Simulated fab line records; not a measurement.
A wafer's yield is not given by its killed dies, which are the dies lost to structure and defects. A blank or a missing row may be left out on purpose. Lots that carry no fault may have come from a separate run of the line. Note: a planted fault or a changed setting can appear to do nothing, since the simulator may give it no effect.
Split-lot experiment | flow berkeley-cmos170 | 23 wafers read across 5 lots, on a route 331 steps long

## SPLIT DETAILS
At UCB170_FIELD_OXIDATION_01 (target thk 558.3 nm, ox time 7200 s), the setting temp-c was moved away from the recipe's 1000 C on 20 of the 23 wafers read, by -2.5% to +2.4%. All remaining wafers had this setting at the recipe value.

## FROM THE SPLIT TO THE READING: what the file shows between them, 9 steps
- UCB170_FIELD_THK_MEAS_02
- UCB170_FIELD_ANNEAL_03: time 1200 s
- UCB170_FIELD_WET_ETCH_04: etches SiO2 in dHF, time 60 s
- UCB170_FIELD_WET_ETCH_05: etches Si3N4 in H3PO4, time 12600 s
- UCB170_FIELD_WET_ETCH_06: etches SiO2 in BOE, time 22 s
- UCB170_FIELD_THK_MEAS_90
- UCB170_PVT_IMPLANT_07 (also split here: energy-kev)
- UCB170_PVT_STRIP_08: strips in O2
- UCB170_GATE_WET_ETCH_00: etches SiO2 in dHF, time 200 s

## THE READING
Values of FIELD_OXIDE_LEFT_2_THK in nm from UCB170_FIELD_THK_MEAS_91. On this fab line, fault-free wafers typically give 355 nm with a standard deviation of 13 nm.

wafer  | tool, chamber at the split | temp-c as run, C | against the recipe | FIELD_OXIDE_LEFT_2_THK, nm | against lot-mates on the recipe
L077.2 | -, -                       | 1024             | +2.4%              | 430                        | no lot-mate on the recipe
L077.3 | -, -                       | 1024             | +2.4%              | 433                        | no lot-mate on the recipe
L077.4 | -, -                       | 1024             | +2.4%              | 418                        | no lot-mate on the recipe
L077.5 | -, -                       | 1024             | +2.4%              | 420                        | no lot-mate on the recipe
L077.6 | -, -                       | 1024             | +2.4%              | 425                        | no lot-mate on the recipe
L081.1 | -, -                       | 975.2            | -2.5%              | 253                        | no lot-mate on the recipe
L081.2 | -, -                       | 975.2            | -2.5%              | 256                        | no lot-mate on the recipe
L081.3 | -, -                       | 975.2            | -2.5%              | 259                        | no lot-mate on the recipe
L081.4 | -, -                       | 975.2            | -2.5%              | 260                        | no lot-mate on the recipe
L081.5 | -, -                       | 975.2            | -2.5%              | 255                        | no lot-mate on the recipe
L080.1 | -, -                       | 1015             | +1.5%              | 406                        | no lot-mate on the recipe
L080.3 | -, -                       | 1015             | +1.5%              | 402                        | no lot-mate on the recipe
L080.4 | -, -                       | 1015             | +1.5%              | 412                        | no lot-mate on the recipe
L080.5 | -, -                       | 1015             | +1.5%              | 409                        | no lot-mate on the recipe
L080.6 | -, -                       | 1015             | +1.5%              | 402                        | no lot-mate on the recipe
L083.1 | -, -                       | 1015             | +1.5%              | 420                        | no lot-mate on the recipe
L083.2 | -, -                       | 1015             | +1.5%              | 422                        | no lot-mate on the recipe
L083.3 | -, -                       | 1015             | +1.5%              | 426                        | no lot-mate on the recipe
L083.5 | -, -                       | 1015             | +1.5%              | 421                        | no lot-mate on the recipe
L083.6 | -, -                       | 1015             | +1.5%              | 423                        | no lot-mate on the recipe
L082.1 | furnace-01, 0              | 1000             | recipe             | 370                        | -
L082.2 | furnace-01, 0              | 1000             | recipe             | 380                        | -
L082.4 | furnace-01, 0              | 1000             | recipe             | 379                        | -

THE FIT
A straight line over all 23 wafers: FIELD_OXIDE_LEFT_2_THK changes by +36.1 nm for each +1% of temp-c; r = +0.98; the points scatter about the line by 14 nm.
Too few moved wafers with a lot-mate on the recipe to fit a line net of each lot's own level.

## THE WHOLE CHAIN: every reading that the file lists as answering this split, in the file's order
step                      | what it does                        | reading                                                                            | change (the file's fit)            | r (the file's)
UCB170_FIELD_OXIDATION_01 | target thk 558.3 nm, ox time 7200 s | SiO2_of_FIELD_OXIDATION_01.thk-nm (the simulator's own value, which no gauge read) | +36 nm for each +1% of the setting | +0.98
UCB170_FIELD_THK_MEAS_02  |                                     | FIELD_OXIDE_THK                                                                    | +36 for each +1% of the setting    | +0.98
UCB170_FIELD_THK_MEAS_90  |                                     | FIELD_OXIDE_LEFT_1_THK                                                             | +36 for each +1% of the setting    | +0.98
UCB170_FIELD_THK_MEAS_91  |                                     | FIELD_OXIDE_LEFT_2_THK                                                             | +36.1 for each +1% of the setting  | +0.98

## THE FILE'S OWN FIT
FIELD_OXIDE_LEFT_2_THK changes by +36.1 nm for each +1% of temp-c, r = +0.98.
